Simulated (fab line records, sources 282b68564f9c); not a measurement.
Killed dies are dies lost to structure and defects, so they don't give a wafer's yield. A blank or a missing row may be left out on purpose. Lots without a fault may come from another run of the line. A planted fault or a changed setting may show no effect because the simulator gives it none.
A struck lot beside a sound one | flow rit_cmos | 27 steps out of a route of 202
Sound: wafers L461.1, L461.3, L461.6. Struck: wafers L474.1, L474.3, L474.5. The cause comes at the end.
At each step with rows: each side's tool, then ch and its chambers, then its first start. Under that, the readings that differ: sound wafers | struck wafers | difference of the means | sigmas: that difference in standard deviations of wafers without a fault.
alike: readings whose means differ by less than 2 such deviations, and words and numbers that are the same on both sides. not compared: withheld readings, readings that some wafer has no value for, bounds like >300 that may hide the same value, and numbers for which the record gives no deviation and whose values overlap.
The two part at a step that has a row with sigmas, a row that says differs or no value, or rows on one side only. Numbers that don't overlap but have no deviation are shown without sigmas and don't part them. A reading that every wafer of one side lacks parts them only if that side has two wafers or more.

RIT_ACTIVE_BOW_MEAS_00:
  sound on film_metro-02, day 2 06:00; struck on film_metro-03, day 4 23:00
  alike: INCOMING_BOW
then, 1 step without rows for these wafers: RIT_ACTIVE_OXIDATION_01 (target thk 46.8 nm, ox time 3360 s).
RIT_ACTIVE_THK_MEAS_02:
  sound on film_metro-02, day 2 10:04; struck on film_metro-03, day 5 01:03
  alike: ACTIVE_OXIDE_THK
RIT_ACTIVE_CVD_03: deposits Si3N4 from SiH2Cl2/NH3, target thk 150 nm, time 1500 s.
  sound on lpcvd-01 ch 1, day 2 10:07; struck on lpcvd-02 ch 1, day 5 01:07
  reading                                  | sound             | struck            | difference | sigmas
  spike_tc_centre_C (C)                    | 813.2 811.4 812.9 | 827.9 827.1 827.5 | +15.0      | +10
  spike_tc_load_C (C)                      | 830.1 829.5 831.1 | 846.1 848.3 847.2 | +17.0      | +9
  spike_tc_source_C (C)                    | 830 828 827       | 846 845 847       | +18        | +5
  susceptor_temp_C (C)                     | 810.3 810.1 810.2 | 824.9 825.2 824.9 | +14.8      | +48
  zone_power_centre_pct (%)                | 33 34 34          | 44 44 44          | +10        | +3
  model.Si3N4_of_ACTIVE_CVD_03.thk_nm (nm) | 150.8 150.8 150.5 | 194.4 193.9 194.6 | +43.6      |
RIT_ACTIVE_THK_MEAS_04:
  sound on film_metro-03, day 2 11:32; struck on film_metro-01, day 5 02:32
  reading                 | sound             | struck            | difference | sigmas
  ACTIVE_NITRIDE_THK (nm) | 150.8 150.8 150.4 | 194.4 193.9 194.8 | +43.7      | +27
then, 6 steps without rows for these wafers: RIT_ACTIVE_HMDS_05 (prime time 60 s); RIT_ACTIVE_COAT_06 (resist thk 1000 nm); RIT_ACTIVE_SOFTBAKE_07 (time 60 s); RIT_ACTIVE_EXPOSE_08 (exposes mask M1, target cd 1400 nm); RIT_ACTIVE_PEB_09; RIT_ACTIVE_DEVELOP_10 (develop time 50 s).
RIT_ACTIVE_CD_MEAS_11: target cd 1400 nm.
  sound on cd_sem-01, day 2 12:34; struck on cd_sem-01, day 5 03:34
  alike: cd_nm
then, 1 step without rows for these wafers: RIT_ACTIVE_HARDBAKE_12 (time 60 s).
RIT_ACTIVE_ETCH_13: etches Si3N4 in SF6, stops on SiO2, time 210 s, target depth 210 nm.
  sound on rie_diel-03 ch 0,1, day 2 12:50; struck on rie_diel-03 ch 1,2, day 5 03:50
  reading                            | sound             | struck            | difference | sigmas
  oes_product_au (a.u.)              | 0.835 0.843 0.832 | 0.955 0.956 0.963 | +0.121     | +9
  model.etch.depth_nm (nm)           | 150.8 150.8 150.5 | 194.4 193.9 194.6 | +43.6      |
  model.ACTIVE.feature_depth_nm (nm) | 152.4 150.8 152.1 | 194.7 195.6 196.3 | +43.8      |
  alike: drypump_motor_current_A, throttle_valve_pct
  not compared: rf_hours_counter_h
RIT_ACTIVE_STRIP_14: strips in O2, time 180 s.
  sound on plasma_asher-02 ch 0,1, day 2 12:58; struck on plasma_asher-03 ch 0, day 5 03:58
  reading                     | sound          | struck         | difference | sigmas
  drypump_motor_current_A (A) | 5.74 6.03 6.02 | 5.40 5.39 5.43 | -0.52      | -2
  not compared: rf_hours_counter_h
RIT_ACTIVE_CD_MEAS_90: target cd 1400 nm.
  sound on cd_sem-02, day 2 13:09; struck on cd_sem-01, day 5 04:08
  alike: cd_nm
then, 4 steps without rows for these wafers: RIT_ACTIVE_CLEAN_15 (cleans in SC1, time 600 s); RIT_ACTIVE_CLEAN_16 (cleans in dHF, time 30 s); RIT_ACTIVE_CLEAN_17 (cleans in SC2, time 600 s); RIT_FOX1_OXIDATION_00 (target thk 350.7 nm, ox time 1130 s).
RIT_FOX1_THK_MEAS_01:
  sound on film_metro-02, day 2 17:52; struck on film_metro-01, day 5 07:30
  alike: FOX1_OXIDE_THK
then, 2 steps without rows for these wafers: RIT_FOX1_WET_ETCH_02 (etches SiO2 in BOE, target depth 350 nm, time 390 s); RIT_FOX2_OXIDATION_00 (target thk 350.7 nm, ox time 1130 s).
RIT_FOX2_THK_MEAS_01:
  sound on film_metro-04, day 2 22:04; struck on film_metro-03, day 5 09:07
  alike: FOX2_OXIDE_THK
RIT_FOX2_CLEAN_02: cleans in dHF, time 180 s.
  sound on wet_bench-04 ch 3, day 2 22:07; struck on wet_bench-04 ch 3, day 5 09:11
  reading                                  | sound             | struck            | difference | sigmas
  model.Si3N4_of_ACTIVE_CVD_03.thk_nm (nm) | 131.6 131.6 131.2 | 175.2 174.7 175.4 | +43.6      |
then, 1 step without rows for these wafers: RIT_FOX2_WET_ETCH_03 (etches Si3N4 in H3PO4, target depth 195 nm, time 2700 s).
RIT_M1_PROBE_99:
  sound on prober-01, day 4 20:54; struck on prober-02, day 7 01:31
  reading                             | sound          | struck         | difference | sigmas
  model.etest.nldd.width_nm (nm)      | 3183 3191 3173 | 3212 3224 3242 | +44        |
  model.etest.pldd.width_nm (nm)      | 3198 3197 3192 | 3226 3202 3219 | +20        |
  model.etest.nplus_sal.width_nm (nm) | 3454 3459 3420 | 3491 3502 3482 | +47        |
  model.etest.pplus_sal.width_nm (nm) | 3455 3446 3441 | 3498 3490 3478 | +41        |
  alike: killed_at_contacts, killed_at_front_end, killed_dies, killed_open, killed_short

WHERE THEY PART
First at RIT_ACTIVE_CVD_03; last, within this record, at RIT_ACTIVE_STRIP_14. Later steps at which nothing parts them and some readings are alike: RIT_ACTIVE_CD_MEAS_90, RIT_FOX1_THK_MEAS_01, RIT_FOX2_THK_MEAS_01, RIT_M1_PROBE_99.

WHY: what the simulator had put in
Process parameter drift: lpcvd-02, from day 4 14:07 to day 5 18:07, at RIT_ACTIVE_CVD_03. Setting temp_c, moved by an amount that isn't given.
